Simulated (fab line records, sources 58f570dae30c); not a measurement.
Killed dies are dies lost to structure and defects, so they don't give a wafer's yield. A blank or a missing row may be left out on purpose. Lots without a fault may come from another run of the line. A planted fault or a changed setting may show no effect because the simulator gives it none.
Which tool did it? | flow berkeley_cmos170 | 13 lots, 39 wafers sampled, at 4 steps of a route of 331

WHAT THE GAUGES READ, wafer by wafer
UCB170_ACTIVE_THK_MEAS_06. Usual: ACTIVE_NITRIDE_THK 220.0 nm, standard deviation 2.3.
lot  | measured    | on            | ACTIVE_NITRIDE_THK (nm) | flag
L285 | day 4 15:55 | film_metro-02 | 223.5 222.7 221.7       |
L286 | day 5 05:50 | film_metro-03 | 218.8 219.3 218.6       |
L288 | day 5 17:32 | film_metro-02 | 218.8 220.8 221.0       |
L289 | day 5 17:32 | film_metro-04 | 223.5 223.9 223.6       |
L291 | day 6 10:22 | film_metro-03 | 221.9 222.5 223.4       |
L295 | day 7 04:28 | film_metro-04 | 223.2 222.7 221.7       |
L296 | day 7 04:25 | film_metro-03 | 220.1 220.5 220.4       |
L298 | day 7 17:32 | film_metro-03 | 219.2 219.0 218.6       |
L299 | day 7 17:32 | film_metro-04 | 221.9 223.4 223.2       |
L300 | day 7 17:36 | film_metro-03 | 220.7 219.7 221.7       |
L302 | day 8 09:58 | film_metro-02 | 216.8 214.2 215.7       |
L307 | day 9 15:35 | film_metro-02 | 274.6 270.9 273.6       | OFF
L308 | day 9 15:30 | film_metro-04 | 218.8 221.1 219.4       |

WHICH TOOL RAN EACH LOT (tool, then ch and the chambers of the sampled wafers, then the start)
lot  | UCB170_ZERO_SOFTBAKE_02          | UCB170_ZERO_STRIP_07                | UCB170_ACTIVE_CVD_05
L285 | litho_track-04 ch 0, day 1 22:13 | plasma_asher-03 ch 0,1, day 1 22:54 | lpcvd-02 ch 1, day 4 13:03
L286 | litho_track-03 ch 0, day 2 03:49 | plasma_asher-04 ch 0,1, day 2 05:44 | lpcvd-02 ch 1, day 5 02:58
L288 | litho_track-01 ch 0, day 2 13:26 | plasma_asher-03 ch 1, day 2 14:07   | lpcvd-01 ch 0, day 5 15:37
L289 | litho_track-03 ch 0, day 2 18:30 | plasma_asher-01 ch 0,1, day 2 19:10 | lpcvd-01 ch 1, day 5 15:37
L291 | litho_track-04 ch 0, day 3 06:55 | plasma_asher-04 ch 1, day 3 07:36   | lpcvd-01 ch 0, day 6 08:26
L295 | litho_track-01 ch 0, day 4 05:59 | plasma_asher-03 ch 0,1, day 4 06:53 | lpcvd-01 ch 1, day 7 02:29
L296 | litho_track-03 ch 0, day 4 06:14 | plasma_asher-01 ch 0,1, day 4 07:19 | lpcvd-01 ch 0, day 7 02:29
L298 | litho_track-03 ch 0, day 4 11:32 | plasma_asher-01 ch 0,1, day 4 12:05 | lpcvd-02 ch 0, day 7 14:40
L299 | litho_track-04 ch 0, day 4 19:42 | plasma_asher-01 ch 0,1, day 4 20:52 | lpcvd-02 ch 1, day 7 14:40
L300 | litho_track-01 ch 0, day 5 00:53 | plasma_asher-03 ch 0,1, day 5 01:41 | lpcvd-02 ch 1, day 7 14:40
L302 | litho_track-03 ch 0, day 5 11:08 | plasma_asher-01 ch 0,1, day 5 11:40 | lpcvd-02 ch 0, day 8 07:04
L307 | litho_track-04 ch 0, day 6 09:52 | plasma_asher-03 ch 0,1, day 6 12:13 | lpcvd-01 ch 1, day 9 12:37
L308 | litho_track-01 ch 0, day 6 14:48 | plasma_asher-01 ch 1, day 6 15:34   | lpcvd-01 ch 0, day 9 12:37
- UCB170_ZERO_SOFTBAKE_02: time 61.38 s.
- UCB170_ZERO_STRIP_07: strips in O2.
- UCB170_ACTIVE_CVD_05: deposits Si3N4 from SiH2Cl2/NH3, target thk 220 nm, time 3300 s.

WHAT THE TOOLS THEMSELVES READ (means of the sampled wafers that have a number; where no wafer has one, the mark that the record gives instead)
UCB170_ZERO_SOFTBAKE_02. Usual: chill_plate_temp_C 22.99 C, standard deviation 0.095; plate_sensor_t_centre_C 131.41 C, standard deviation 0.011; plate_sensor_t_edge_C 131.53 C, standard deviation 0.0094.
lot  | tool           | chill_plate_temp_C (C) | plate_sensor_t_centre_C (C) | plate_sensor_t_edge_C (C) | flag
L285 | litho_track-04 | 22.90                  | 131.41                      | 131.53                    |
L286 | litho_track-03 | 22.91                  | 131.40                      | 131.53                    |
L288 | litho_track-01 | 22.97                  | 131.40                      | 131.54                    |
L289 | litho_track-03 | 22.83                  | 131.41                      | 131.53                    |
L291 | litho_track-04 | 23.02                  | 131.41                      | 131.53                    |
L295 | litho_track-01 | 23.08                  | 131.40                      | 131.53                    |
L296 | litho_track-03 | 22.93                  | 131.40                      | 131.53                    |
L298 | litho_track-03 | 23.00                  | 131.41                      | 131.53                    |
L299 | litho_track-04 | 22.92                  | 131.41                      | 131.53                    |
L300 | litho_track-01 | 22.94                  | 131.41                      | 131.53                    |
L302 | litho_track-03 | 22.94                  | 131.41                      | 131.53                    |
L307 | litho_track-04 | 22.91                  | 131.41                      | 131.53                    |
L308 | litho_track-01 | 22.91                  | 131.41                      | 131.53                    |

UCB170_ZERO_STRIP_07. Usual: drypump_motor_current_A 5.47 A, standard deviation 0.13; oes_product_au 0.728 a.u., standard deviation 0.0044; strip_time_to_endpoint_s 21.49 s, standard deviation 0.074.
lot  | tool            | drypump_motor_current_A (A) | oes_product_au (a.u.) | strip_time_to_endpoint_s (s) | flag
L285 | plasma_asher-03 | 5.40                        | 0.723                 | 21.43                        |
L286 | plasma_asher-04 | 5.69                        | 0.726                 | 21.45                        |
L288 | plasma_asher-03 | 5.36                        | 0.729                 | 21.51                        |
L289 | plasma_asher-01 | 5.42                        | 0.727                 | 21.51                        |
L291 | plasma_asher-04 | 5.47                        | 0.724                 | 21.54                        |
L295 | plasma_asher-03 | 5.41                        | 0.733                 | 21.54                        |
L296 | plasma_asher-01 | 5.42                        | 0.726                 | 21.40                        |
L298 | plasma_asher-01 | 5.42                        | 0.727                 | 21.52                        |
L299 | plasma_asher-01 | 5.40                        | 0.730                 | 21.30                        |
L300 | plasma_asher-03 | 5.45                        | 0.728                 | 21.59                        |
L302 | plasma_asher-01 | 5.43                        | 0.727                 | 21.61                        |
L307 | plasma_asher-03 | 5.46                        | 0.725                 | 21.45                        |
L308 | plasma_asher-01 | 5.45                        | 0.727                 | 21.43                        |

UCB170_ACTIVE_CVD_05. Usual: nh3_flow_sccm 75.02 sccm, standard deviation 0.24; spike_tc_load_C 825.6 C, standard deviation 1.7.
lot  | tool     | nh3_flow_sccm (sccm) | spike_tc_load_C (C) | flag
L285 | lpcvd-02 | 75.02                | 821.8               |
L286 | lpcvd-02 | 75.11                | 822.4               |
L288 | lpcvd-01 | 75.12                | 827.1               |
L289 | lpcvd-01 | 74.92                | 826.7               |
L291 | lpcvd-01 | 75.22                | 826.0               |
L295 | lpcvd-01 | 75.02                | 827.7               |
L296 | lpcvd-01 | 75.00                | 826.1               |
L298 | lpcvd-02 | 74.54                | 826.3               |
L299 | lpcvd-02 | 75.31                | 822.7               |
L300 | lpcvd-02 | 74.92                | 823.8               |
L302 | lpcvd-02 | 74.85                | 826.3               |
L307 | lpcvd-01 | 75.21                | 827.0               |
L308 | lpcvd-01 | 75.06                | 824.8               |

THE ANSWER, worked out from the rows above alone
Rule: a lot is off if the mean of its wafers that have a number lies more than 3 standard deviations from the usual mean. A lot without any number at a reading at which 4 lots or more have one is off too. The other lots that the step has rows for count as sound. The gauges are gone through in route order, then the tools' own readings, and for those a lot's mean is taken as printed above. The first step at which some lot is off is used, and at that step the reading that is off furthest; a lot without a number counts as furthest.
Off: L307, at UCB170_ACTIVE_THK_MEAS_06 (ACTIVE_NITRIDE_THK).
A tool fits if, at a process step before that reading, it ran every lot that is off, and no sound lot after the first of them. The gauges at UCB170_ACTIVE_THK_MEAS_06 are tried like those tools. Can't be told from this: 4 tools fit, litho_track-04 at UCB170_ZERO_SOFTBAKE_02, plasma_asher-03 at UCB170_ZERO_STRIP_07, lpcvd-01 at UCB170_ACTIVE_CVD_05, film_metro-02 at UCB170_ACTIVE_THK_MEAS_06.

WHAT THE SIMULATOR HAD PUT IN
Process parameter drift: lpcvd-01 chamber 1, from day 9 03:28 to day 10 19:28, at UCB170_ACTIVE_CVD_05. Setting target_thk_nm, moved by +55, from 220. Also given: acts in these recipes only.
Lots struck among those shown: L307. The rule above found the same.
